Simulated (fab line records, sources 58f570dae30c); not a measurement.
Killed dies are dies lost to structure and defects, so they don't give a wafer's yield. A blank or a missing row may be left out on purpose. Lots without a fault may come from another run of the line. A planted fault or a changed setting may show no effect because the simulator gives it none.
Problem report in the 8D (eight disciplines) form, filled by code | flow berkeley_cmos170 | the parts of the form that need people (team, actions taken, sign-off) are left out

1. THE PROBLEM
bias_w at UCB170_M3_ETCH_17 reads a mean of 95.69 W on 6 wafers of 2 lots; wafers without a fault read 100.00 W with a standard deviation of 0.29. That is -15 standard deviations from the usual mean.
The step: etches BARC in N2/H2.
First seen on wafer L169.3, day 11 03:53, on rie_diel-03. The record holds 42 wafers of 14 lots with a number at this step. Rule for "out", or "out of limits": more than 4 standard deviations from the usual mean. The other wafers with a number count as sound.

2. WHAT IT IS AND WHAT IT IS NOT
question                    | is                     | is not
which readings at this step | bias_w                 | oes_product_au, throttle_valve_pct
which lots                  | L169, L170             | L155, L156, L157, L158, L159, L161, L163, L171, L172, L173, L175, L178
which wafers of those lots  | all that have a number | -
read on which tools         | rie_diel-03            | rie_diel-01, rie_diel-02
when                        | from day 11 03:53      | up to then (21 sound wafers); but 15 sound wafers of L171, L172, L173, L175, L178 came after

3. SUSPECTS, AND WHAT RULES EACH OUT
Counting: a tool at a process step up to the reading stays a suspect if it ran every lot that is out and no sound lot after the first of them.
- rie_diel-03 at UCB170_M3_ETCH_17 (etches BARC in N2/H2): kept. It ran every lot that is out, first L169 (day 11 03:53), and no sound lot after that; its last sound lot up to then is L161 (day 9 05:59). Its own readings are out on those wafers: bias_w.
Left after counting: rie_diel-03 at UCB170_M3_ETCH_17.

4. THE CAUSE (what the simulator had put in)
Process parameter drift: rie_diel-03, from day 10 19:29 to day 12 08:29, at UCB170_M3_ETCH_17. Setting bias_w, moved by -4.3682, from 100. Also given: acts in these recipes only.
Counting left only this tool.

5. THE CHAIN OF EFFECTS, in route order
Each row: a reading whose mean over the struck wafers that have a number lies more than 3 standard deviations from the usual. Only readings for which the record gives a usual standard deviation are gone through. hours: the time from each lot's start at the first step in this table that gives one to its start at this step, as a median over the lots. sigmas: the change in usual standard deviations.
hours | step              | reading | usual    | on struck wafers | change | sigmas
0     | UCB170_M3_ETCH_17 | bias_w  | 100.00 W | 95.69            | -4.31  | -15
The process steps in it:
- UCB170_M3_ETCH_17: etches BARC in N2/H2.

6. WHAT WOULD HAVE CAUGHT IT SOONER
In this record the first reading out of limits was taken at day 11 03:53, 8 hours after the fault began at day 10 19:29.
